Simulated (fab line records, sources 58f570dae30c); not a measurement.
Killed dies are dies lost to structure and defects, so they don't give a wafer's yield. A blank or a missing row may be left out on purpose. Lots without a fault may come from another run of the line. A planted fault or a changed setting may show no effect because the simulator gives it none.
A struck lot beside a sound one | flow berkeley_cmos170 | 15 steps out of a route of 331
Sound: wafers L849.1, L849.2, L849.6. Struck: wafer L851.6. (L851.1, L851.3 of the same lot were not struck and are left out.) The cause comes at the end.
At each step with rows: each side's tool, then ch and its chambers, then its first start. Under that, the readings that differ: sound wafers | struck wafers | difference of the means | sigmas: that difference in standard deviations of wafers without a fault.
alike: readings whose means differ by less than 2 such deviations, and words and numbers that are the same on both sides. not compared: withheld readings, readings that some wafer has no value for, bounds like >300 that may hide the same value, and numbers for which the record gives no deviation and whose values overlap.
The two part at a step that has a row with sigmas, a row that says differs or no value, or rows on one side only. Numbers that don't overlap but have no deviation are shown without sigmas and don't part them. A reading that every wafer of one side lacks parts them only if that side has two wafers or more.

first, 2 steps without rows for these wafers: UCB170_M2_COAT_05 (resist thk 900 nm); UCB170_M2_SOFTBAKE_06 (time 60 s).
UCB170_M2_STRIP_07: strips in O2.
  sound on plasma_asher-01 ch 0,1, day 8 19:40; struck on plasma_asher-01 ch 1, day 9 23:26
  alike: drypump_motor_current_A, oes_product_au, strip_time_to_endpoint_s
  not compared: rf_hours_counter_h
then, 5 steps without rows for these wafers: UCB170_M2_STRIP_08 (strips KrF in DMSO, time 600 s); UCB170_M2_COAT_09; UCB170_M2_COAT_10 (resist thk 900 nm); UCB170_M2_SOFTBAKE_11 (time 60 s); UCB170_M2_EXPOSE_12 (exposes mask METAL2, target cd 700 nm).
UCB170_M2_PEB_13:
  sound on litho_track-03 ch 0, day 8 21:14; struck on litho_track-04 ch 0, day 10 00:37
  alike: plate_sensor_t_centre_C, plate_sensor_t_edge_C
then, 1 step without rows for these wafers: UCB170_M2_DEVELOP_14 (develop time 45 s).
UCB170_M2_CD_MEAS_15: target cd 700 nm.
  sound on cd_sem-01, day 8 21:31; struck on cd_sem-02, day 10 00:53
  alike: cd_nm
UCB170_M2_OVL_MEAS_16:
  sound on overlay-02, day 8 21:38; struck on overlay-01, day 10 01:01
  alike: M2_OVL
UCB170_M2_ETCH_17: etches BARC in N2/H2.
  sound on rie_diel-02 ch 0,2, day 8 21:40; struck on rie_diel-02 ch 3, day 10 01:02
  reading             | sound               | struck | difference | sigmas
  bias_w (W)          | 99.9 100.6 100.4    | 92.9   | -7.4       | -22
  n2_flow_sccm (sccm) | 100.02 99.29 100.03 | 100.39 | +0.61      | +2
  alike: drypump_motor_current_A, oes_product_au, throttle_valve_pct
UCB170_M2_METAL_ETCH_18: etches Al in Cl2/BCl3, stops on SiO2, target depth 1170 nm, time 195 s.
  sound on rie_metal-02 ch 0,1, day 8 21:42; struck on rie_metal-03 ch 0, day 10 01:05
  alike: bias_w, drypump_motor_current_A, mfc_cl2_sccm, oes_product_au, throttle_valve_pct
  not compared: rf_hours_counter_h
UCB170_M3_PROBE_99:
  the record has rows for the struck wafers here (prober-01, day 10 07:16) and none for the sound ones

WHERE THEY PART
First at UCB170_M2_ETCH_17; last, within this record, at UCB170_M3_PROBE_99.

WHY: what the simulator had put in
Process parameter drift: rie_diel-02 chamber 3, from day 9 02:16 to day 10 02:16, at UCB170_M2_ETCH_17. Setting bias_w, moved by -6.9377, from 100. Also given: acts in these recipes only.
